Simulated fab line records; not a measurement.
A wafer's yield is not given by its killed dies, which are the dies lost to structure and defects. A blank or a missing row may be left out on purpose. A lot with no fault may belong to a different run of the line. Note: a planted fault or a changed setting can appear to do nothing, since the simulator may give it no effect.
Which of the tools did it? / flow berkeley-cmos170 / 8 lots, 24 wafers sampled, at 3 steps of a route of 331

== WHAT THE GAUGES READ, wafer by wafer ==
UCB170_CONTACT_OVL_MEAS_16.
lot=L239; measured=day 7 22:41; on=overlay-02; CONTACT_OVL (nm)=11 10 0
lot=L243; measured=day 8 03:56; on=overlay-01; CONTACT_OVL (nm)=6 11 16
lot=L246; measured=day 9 02:50; on=overlay-01; CONTACT_OVL (nm)=5 -9 -1
lot=L245; measured=day 9 03:19; on=overlay-02; CONTACT_OVL (nm)=256 255 255
lot=L248; measured=day 9 13:55; on=overlay-01; CONTACT_OVL (nm)=-12 -3 -6
lot=L256; measured=day 11 11:37; on=overlay-01; CONTACT_OVL (nm)=3 -1 -5
lot=L259; measured=day 11 18:37; on=overlay-02; CONTACT_OVL (nm)=-7 -16 -10
lot=L261; measured=day 12 10:18; on=overlay-02; CONTACT_OVL (nm)=-1 -11 0

== WHAT TOOL EACH LOT RAN ON (gives the tool, then ch and the chambers of the sampled wafers, and finally the start) ==
lot=L239; UCB170_GATE_ETCH_14=rie-diel-01 ch 2,3, day 7 00:42; UCB170_CONTACT_EXPOSE_12=krf-scanner-01 ch 0, day 7 22:05
lot=L243; UCB170_GATE_ETCH_14=rie-diel-03 ch 0,2,3, day 7 07:01; UCB170_CONTACT_EXPOSE_12=krf-scanner-01 ch 0, day 8 03:16
lot=L246; UCB170_GATE_ETCH_14=rie-diel-01 ch 2,3, day 8 04:23; UCB170_CONTACT_EXPOSE_12=krf-scanner-02 ch 0, day 9 02:20
lot=L245; UCB170_GATE_ETCH_14=rie-diel-01 ch 1,2,3, day 8 04:50; UCB170_CONTACT_EXPOSE_12=krf-scanner-01 ch 0, day 9 02:49
lot=L248; UCB170_GATE_ETCH_14=rie-diel-03 ch 0,2,3, day 8 16:10; UCB170_CONTACT_EXPOSE_12=krf-scanner-02 ch 0, day 9 13:12
lot=L256; UCB170_GATE_ETCH_14=rie-diel-03 ch 2,3, day 10 13:43; UCB170_CONTACT_EXPOSE_12=krf-scanner-02 ch 0, day 11 11:03
lot=L259; UCB170_GATE_ETCH_14=rie-diel-03 ch 0,1,3, day 10 22:12; UCB170_CONTACT_EXPOSE_12=krf-scanner-02 ch 0, day 11 18:06
lot=L261; UCB170_GATE_ETCH_14=rie-diel-02 ch 0,2,3, day 11 12:32; UCB170_CONTACT_EXPOSE_12=krf-scanner-02 ch 0, day 12 09:48
- UCB170_GATE_ETCH_14: etches BARC in N2/H2.
- UCB170_CONTACT_EXPOSE_12: exposes mask CONT, target cd 700 nm.

== THE ANSWER, worked out from the rows above alone ==
Rule: the lots themselves supply what counts as usual. Put in order of their means at a reading, lots are off if they are a third of the lots or fewer, leave a main group of 4 or more, and stand apart from it by a gap of 3 or more times the standard deviation of the main group's means; of several such gaps the widest counts. If all means in a main group match to the digits the tables above print for the reading, that group is not used. A lot without any number at a reading at which 4 lots or more have one is off too. Any other lot the step has rows for is counted as sound.
Off: L245, at UCB170_CONTACT_OVL_MEAS_16 (CONTACT_OVL). The main group: mean -1 nm, standard deviation 7.1.
If a tool, at a process step before that reading, ran all the lots that are off and no sound lot after the first of them, it fits. Those tools and the gauges at UCB170_CONTACT_OVL_MEAS_16 are tried in the same way. 2 tools fit, rie-diel-01 at UCB170_GATE_ETCH_14 and krf-scanner-01 at UCB170_CONTACT_EXPOSE_12, so this cannot tell which one it is.

== WHAT WAS PUT IN BY THE SIMULATOR ==
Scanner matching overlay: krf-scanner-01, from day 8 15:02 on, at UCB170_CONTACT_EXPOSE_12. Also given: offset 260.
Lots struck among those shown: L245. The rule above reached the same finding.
